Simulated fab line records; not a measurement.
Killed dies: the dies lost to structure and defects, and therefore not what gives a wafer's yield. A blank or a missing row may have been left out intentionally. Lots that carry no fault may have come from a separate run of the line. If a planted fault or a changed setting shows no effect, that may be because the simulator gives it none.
Which of the tools did it?    flow berkeleyCmos170    42 wafers from 14 lots sampled at 4 of the route's 331 steps

== WHAT THE GAUGES SHOWED, per wafer ==
UCB170_ACTIVE_CD_MEAS_13: target cd 1200 nm.
lot   measured     on        cdNm (nm)
L543  day 4 01:35  cdSem-02  1201.5 1201.2 1200.5
L544  day 4 12:46  cdSem-01  1201.1 1200.1 1201.3
L545  day 4 18:33  cdSem-02  1200.1 1199.2 1201.4
L546  day 5 04:52  cdSem-02  1200.7 1200.2 1199.2
L547  day 5 04:58  cdSem-01  1198.9 1198.3 1198.5
L548  day 5 12:43  cdSem-02  1190.1 1191.2 1191.8
L550  day 5 22:39  cdSem-02  1191.0 1190.2 1188.6
L555  day 6 19:22  cdSem-01  1200.2 1199.8 1199.5
L556  day 7 07:59  cdSem-02  1198.8 1198.4 1198.3
L557  day 7 16:29  cdSem-01  1201.5 1200.4 1201.1
L558  day 7 19:32  cdSem-01  1202.0 1202.4 1200.9
L561  day 8 02:04  cdSem-02  1200.7 1202.2 1202.1
L562  day 8 17:16  cdSem-01  1197.8 1198.7 1198.9
L563  day 8 17:31  cdSem-01  1201.2 1201.3 1201.9

UCB170_SCREENOX_THK_MEAS_02.
lot   measured     on            SCREENOX_OXIDE_THK (nm)
L543  day 5 02:42  filmMetro-02  14.48 14.26 14.33
L544  day 5 14:13  filmMetro-03  14.63 14.30 14.58
L545  day 5 22:53  filmMetro-02  14.04 14.14 14.16
L546  day 6 08:58  filmMetro-01  14.65 14.59 14.54
L547  day 6 08:58  filmMetro-02  14.91 14.77 14.90
L548  day 6 20:26  filmMetro-01  14.50 14.15 14.29
L550  day 7 06:19  filmMetro-01  14.56 14.30 14.65
L555  day 8 00:15  filmMetro-03  14.08 14.44 14.23
L556  day 8 07:13  filmMetro-02  14.33 14.28 14.28
L557  day 8 18:25  filmMetro-02  14.55 14.28 14.33
L558  day 8 18:26  filmMetro-01  14.42 14.78 14.43
L561  day 9 00:50  filmMetro-01  14.57 14.50 14.31
L562  day 9 17:40  filmMetro-03  14.64 14.34 14.65
L563  day 9 17:44  filmMetro-02  14.41 14.59 14.41

UCB170_NSD_OVL_MEAS_07.
lot   measured      on          NSD_OVL (nm)
L543  day 6 12:17   overlay-02  -6 4 -14
L544  day 7 02:21   overlay-01  -9 2 8
L545  day 7 12:40   overlay-02  -10 -11 -9
L546  day 7 18:41   overlay-01  2 1 -7
L547  day 7 18:27   overlay-02  0 -1 2
L548  day 8 07:38   overlay-02  -9 -10 -18
L550  day 8 14:02   overlay-02  -2 -8 -8
L555  day 9 10:16   overlay-02  -8 -5 -9
L556  day 10 04:27  overlay-01  -10 -2 -1
L557  day 10 05:11  overlay-01  5 -12 2
L558  day 10 04:42  overlay-01  -13 -7 -6
L561  day 10 08:53  overlay-01  -4 -16 -1
L562  day 11 01:52  overlay-01  -1 -2 4
L563  day 11 00:59  overlay-02  -5 -10 -8

== EACH LOT AND THE TOOL THAT RAN IT (in order: tool; ch and the chambers of the sampled wafers; start) ==
lot   UCB170_ACTIVE_PEB_11
L543  lithoTrack-03 ch 0, day 4 01:16
L544  lithoTrack-04 ch 0, day 4 12:25
L545  lithoTrack-02 ch 0, day 4 18:17
L546  lithoTrack-03 ch 0, day 5 04:35
L547  lithoTrack-04 ch 0, day 5 04:40
L548  lithoTrack-03 ch 0, day 5 12:26
L550  lithoTrack-03 ch 0, day 5 22:22
L555  lithoTrack-02 ch 0, day 6 19:05
L556  lithoTrack-04 ch 0, day 7 07:43
L557  lithoTrack-02 ch 0, day 7 16:13
L558  lithoTrack-02 ch 0, day 7 19:16
L561  lithoTrack-04 ch 0, day 8 01:47
L562  lithoTrack-02 ch 0, day 8 16:59
L563  lithoTrack-03 ch 0, day 8 17:15
- UCB170_ACTIVE_PEB_11

== AS READ BY THE TOOLS THEMSELVES (means over the sampled wafers that have a number; for cases with no such wafer, the mark the record gives instead) ==
The record holds no such reading with a usual standard deviation.

== THE ANSWER, worked out from the rows above alone ==
Rule: usual is defined by the lots themselves. Put in order of their means at a reading, lots are off if they are a third of the lots or fewer, leave a main group of 4 or more, and stand apart from it by a gap of 3 or more times the standard deviation of the main group's means; of several such gaps the widest counts. A main group is skipped when, at the precision printed for the reading in the tables above, its means are all equal. A lot without any number at a reading at which 4 lots or more have one is off too. All remaining lots with rows at the step are treated as sound. After the gauges, taken in route order, come the tools' own readings; for these a lot's mean is taken, as printed above. The first step at which some lot is off is used, and at that step the reading that is off furthest; a lot without a number counts as furthest.
Off: L548, L550 (UCB170_ACTIVE_CD_MEAS_13, cdNm). The main group has a mean of 1200.3 nm with a standard deviation of 1.2.
A tool fits if, at a process step before that reading, it ran every lot that is off, and no sound lot after the first of them. Gauges at UCB170_ACTIVE_CD_MEAS_13: tried the same way as those tools. None of those tried fits.

== WHAT WAS PUT IN BY THE SIMULATOR ==
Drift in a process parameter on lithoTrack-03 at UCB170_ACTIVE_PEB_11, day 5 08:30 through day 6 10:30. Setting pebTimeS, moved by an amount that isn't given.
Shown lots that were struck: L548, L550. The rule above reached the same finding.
